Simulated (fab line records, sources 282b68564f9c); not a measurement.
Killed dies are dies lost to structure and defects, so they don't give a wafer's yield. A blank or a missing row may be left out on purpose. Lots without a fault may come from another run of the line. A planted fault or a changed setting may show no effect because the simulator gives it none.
Which tool did it? | flow rit_cmos | 14 lots, 42 wafers sampled, at 2 steps of a route of 202

WHAT THE GAUGES READ, wafer by wafer
The record holds no reading of a measuring or inspecting step that can be judged against a usual standard deviation.

WHICH TOOL RAN EACH LOT (tool, then ch and the chambers of the sampled wafers, then the start)
lot  | RIT_NWELL_COAT_01                | RIT_M1_PROBE_99
L253 | litho_track-04 ch 0, day 1 19:35 | -
L254 | litho_track-04 ch 0, day 2 00:34 | -
L256 | litho_track-03 ch 0, day 2 12:11 | -
L257 | litho_track-01 ch 0, day 2 16:03 | -
L258 | litho_track-03 ch 0, day 2 20:31 | -
L259 | litho_track-04 ch 0, day 3 01:33 | -
L260 | litho_track-04 ch 0, day 3 07:52 | -
L261 | litho_track-04 ch 0, day 3 12:34 | -
L262 | litho_track-01 ch 0, day 3 18:23 | -
L264 | litho_track-01 ch 0, day 4 02:45 | -
L265 | litho_track-01 ch 0, day 4 08:47 | -
L266 | litho_track-04 ch 0, day 4 13:13 | -
L268 | litho_track-01 ch 0, day 4 22:34 | prober-02, day 6 15:38
L274 | litho_track-04 ch 0, day 6 06:03 | -
- RIT_NWELL_COAT_01: resist thk 1300 nm.
- RIT_M1_PROBE_99

WHAT THE TOOLS THEMSELVES READ (means of the sampled wafers that have a number; where no wafer has one, the mark that the record gives instead)
RIT_NWELL_COAT_01.
lot  | tool           | spin_speed_rpm (rpm)
L253 | litho_track-04 | 2001.0
L254 | litho_track-04 | 1999.6
L256 | litho_track-03 | 2000.0
L257 | litho_track-01 | 1999.7
L258 | litho_track-03 | 1999.6
L259 | litho_track-04 | 1999.0
L260 | litho_track-04 | 1999.8
L261 | litho_track-04 | 1999.5
L262 | litho_track-01 | 1998.5
L264 | litho_track-01 | 1999.4
L265 | litho_track-01 | 1861.3
L266 | litho_track-04 | 1998.2
L268 | litho_track-01 | 1861.0
L274 | litho_track-04 | 1998.0

RIT_M1_PROBE_99.
lot  | tool      | killed_at_contacts | killed_at_front_end | killed_dies | killed_open | killed_short
L268 | prober-02 | 0.0                | 5.7                 | 5.7         | 2           | 3.7

THE ANSWER, worked out from the rows above alone
Rule: what is usual is taken from the lots themselves. Put in order of their means at a reading, lots are off if they are a third of the lots or fewer, leave a main group of 4 or more, and stand apart from it by a gap of 3 or more times the standard deviation of the main group's means; of several such gaps the widest counts. A main group whose means are all the same, to the digits that the tables above print for the reading, isn't used. A lot without any number at a reading at which 4 lots or more have one is off too. The other lots that the step has rows for count as sound. The gauges are gone through in route order, then the tools' own readings, and for those a lot's mean is taken as printed above. The first step at which some lot is off is used, and at that step the reading that is off furthest; a lot without a number counts as furthest.
Off: L265, L268, at RIT_NWELL_COAT_01 (spin_speed_rpm). The main group: mean 1999.4 rpm, standard deviation 0.8.
A tool fits if, at that step or a process step before it, it ran every lot that is off, and no sound lot after the first of them. One fits: litho_track-01 at RIT_NWELL_COAT_01. Its last sound lot is L264 (day 4 02:45), its first lot that is off L265 (day 4 08:47): a fault that began between those two fits.
The tool's own readings at RIT_NWELL_COAT_01 bear it out: on the lots that are off they differ by more than 5 times the standard deviation of the sound lots' means. spin_speed_rpm reads 1861.2 rpm there against 1999.4 rpm on the sound lots.

WHAT THE SIMULATOR HAD PUT IN
Process parameter drift: litho_track-01, from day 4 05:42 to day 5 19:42, at RIT_NWELL_COAT_01. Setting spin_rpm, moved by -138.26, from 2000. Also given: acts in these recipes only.
Lots struck among those shown: L265, L268. The rule above found the same.
